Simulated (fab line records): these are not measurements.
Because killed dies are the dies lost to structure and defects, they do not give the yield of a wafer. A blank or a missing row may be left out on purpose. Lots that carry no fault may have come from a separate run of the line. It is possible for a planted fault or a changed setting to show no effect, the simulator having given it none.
Struck lot and sound lot, side by side :: flow rit-cmos :: 27 out of 202 route steps
Sound: wafers L966.4, L966.5, L966.6. Struck: wafers L971.1, L971.3, L971.6. The cause comes at the end.
At each step with rows: each side's tool, then ch and its chambers, then its first start. Under that, the readings that differ: sound wafers :: struck wafers :: difference of the means :: sigmas: that difference in standard deviations of wafers without a fault.
alike: words and numbers the same on both sides, and readings whose means are apart by under 2 such deviations; not compared: readings that were withheld, readings missing a value for some wafer, numbers with overlapping values and no deviation given by the record, and bounds like >300 which may hide the same value.
The two part at a step that has a row with sigmas, a row that says differs or no value, or rows on one side only. Numbers that don't overlap but have no deviation are shown without sigmas and don't part them. A reading that every wafer of one side lacks parts them only if that side has two wafers or more.

first, 4 steps without rows for these wafers: RIT_CONTACT_SOFTBAKE_04 (time 60 s); RIT_CONTACT_EXPOSE_05 (exposes mask M11, target cd 1000 nm); RIT_CONTACT_PEB_06; RIT_CONTACT_DEVELOP_07 (develop time 120 s).
RIT_CONTACT_CD_MEAS_08 targets a cd of 1000 nm.
  sound on cd-sem-01, day 4 14:11; struck on cd-sem-02, day 5 18:38
  alike: cd-nm
RIT_CONTACT_OVL_MEAS_09:
  sound on overlay-02, day 4 14:16; struck on overlay-01, day 5 18:46
  alike: CONTACT_OVL
then, 1 step without rows for these wafers: RIT_CONTACT_HARDBAKE_10 (time 60 s).
RIT_CONTACT_ETCH_11: etches SiO2 in CHF3/CF4/Ar, stops on TiSi2, target depth 480 nm, time 320 s.
  sound on rie-diel-03 ch 1,2,3, day 4 14:25; struck on rie-diel-03 ch 2,3, day 5 18:57
  alike: drypump-motor-current-A, oes-product-au, throttle-valve-pct
  not compared: rf-hours-counter-h
RIT_CONTACT_STRIP_12: strips in O2, time 180 s.
  sound on plasma-asher-04 ch 0,1, day 4 14:41; struck on plasma-asher-01 ch 1, day 5 19:08
  alike: drypump-motor-current-A
  not compared: rf-hours-counter-h
RIT_CONTACT_CD_MEAS_90 targets a cd of 1000 nm.
  sound on cd-sem-02, day 4 14:51; struck on cd-sem-01, day 5 19:19
  alike: cd-nm
then, 2 steps without rows for these wafers: RIT_CONTACT_CLEAN_13 (cleans in SC1, time 600 s); RIT_CONTACT_CLEAN_14 (cleans in SC2, time 600 s).
RIT_M1_SPUTTER_00: material Al, target thk 400 nm, time 500 s.
  sound on pvd-sputter-04, day 4 15:26; struck on pvd-sputter-02, day 5 19:48
reading: model.Al_of_M1_SPUTTER_00.thk-nm (nm)
sound: 405.3 400.2 402.7
struck: 729.1 728.5 724.9
difference: +324.8
sigmas: 
  alike: throttle-valve-pct
RIT_M1_RS_MEAS_01: the measuring method here is four-point-probe.
  sound on film-metro-03, day 4 15:47; struck on film-metro-04, day 5 20:06
reading: M1_AL_RS (ohm/sq)
sound: 0.0726 0.0734 0.0731
struck: 0.0400 0.0401 0.0402
difference: -0.0329
sigmas: -41
RIT_M1_THK_MEAS_02: measures by xrf.
  sound on film-metro-03, day 4 15:53; struck on film-metro-04, day 5 20:13
reading: M1_AL_THK (nm)
sound: 404 400 402
struck: 736 731 732
difference: +331
sigmas: +66
then, 6 steps without rows for these wafers: RIT_M1_HMDS_03 (prime time 60 s); RIT_M1_COAT_04 (resist thk 1300 nm); RIT_M1_SOFTBAKE_05 (time 60 s); RIT_M1_EXPOSE_06 (exposes mask M12, target cd 2600 nm); RIT_M1_PEB_07; RIT_M1_DEVELOP_08 (develop time 68 s).
RIT_M1_CD_MEAS_09 targets a cd of 2600 nm.
  sound on cd-sem-01, day 4 16:51; struck on cd-sem-02, day 5 21:11
  alike: cd-nm
RIT_M1_OVL_MEAS_10:
  sound on overlay-01, day 4 16:56; struck on overlay-01, day 5 21:18
  alike: M1_OVL
then, 1 step without rows for these wafers: RIT_M1_HARDBAKE_11 (time 120 s).
RIT_M1_METAL_ETCH_12: etches Al in Cl2/BCl3, stops on SiO2, time 165 s, target depth 600 nm.
  sound on rie-metal-04 ch 0, day 4 17:25; struck on rie-metal-01 ch 0, day 5 21:35
reading: oes-product-au (a.u.)
sound: 0.770 0.760 0.770
struck: 0.982 0.976 0.984
difference: +0.214
sigmas: +16
  alike: drypump-motor-current-A, throttle-valve-pct
  not compared: rf-hours-counter-h
then, 1 step without rows for these wafers: RIT_M1_STRIP_13 (strips in nmp, time 600 s).
RIT_M1_PROBE_99:
  sound on prober-01, day 4 20:00; struck on prober-02, day 5 23:51
reading: defect-limited-yield (%)
sound: 99.6 98.1 97.3
struck: 0 0 0
difference: -98
sigmas: -82

reading: killed_at_M0_to_M3
sound: 0 0 0
struck: 257 257 254
difference: +256
sigmas: 

reading: killed-dies
sound: 1 5 7
struck: 264 264 264
difference: +260
sigmas: +79

reading: killed-on-rim
sound: 0 1 3
struck: 70 70 70
difference: +69
sigmas: +49

reading: sort_bin_5_function (%)
sound: 0 1.1 0.8
struck: 98.5 98.9 99.2
difference: +98.2
sigmas: +99 or more

reading: sort-n-pass
sound: 263 259 257
struck: 0 0 0
difference: -260
sigmas: -79

reading: sort-yield-pct (%)
sound: 99.6 98.1 97.3
struck: 0 0 0
difference: -98
sigmas: -82

reading: model.etest.tester.sort-n-pass
sound: 263 259 257
struck: 0 0 0
difference: -260
sigmas: 

reading: model.etest.tester.sort-yield-pct (%)
sound: 99.62 98.11 97.35
struck: 0 0 0
difference: -98
sigmas: 

reading: model.etest.tester.sort_bin_5_pct (%)
sound: 0 1.136 0.7576
struck: 98.48 98.86 99.24
difference: +98.23
sigmas: 

reading: model.etest.nmos_0p3.over-limit
sound: 0 0 0
struck: 1 1 1
difference: +1
sigmas: 

reading: model.etest.gate-end-array.over-limit
sound: 0 0 0
struck: 1 1 1
difference: +1
sigmas: 

reading: model.etest.nmos_0p3.short
sound: 0 0 0
struck: 1 1 1
difference: +1
sigmas: 

reading: model.etest.nwell-pinched.short
sound: 0 0 0
struck: 1 1 1
difference: +1
sigmas: 

reading: model.etest.pwell.short
sound: 0 0 0
struck: 1 1 1
difference: +1
sigmas: 
  alike: killed-at-front-end, killed-open, killed-short, sort_bin_3_pad_short, sort_bin_6_memory

## WHERE THEY PART
Last at RIT_M1_PROBE_99 as far as this record goes, first at RIT_M1_RS_MEAS_01.

WHY: whatever the simulator had introduced
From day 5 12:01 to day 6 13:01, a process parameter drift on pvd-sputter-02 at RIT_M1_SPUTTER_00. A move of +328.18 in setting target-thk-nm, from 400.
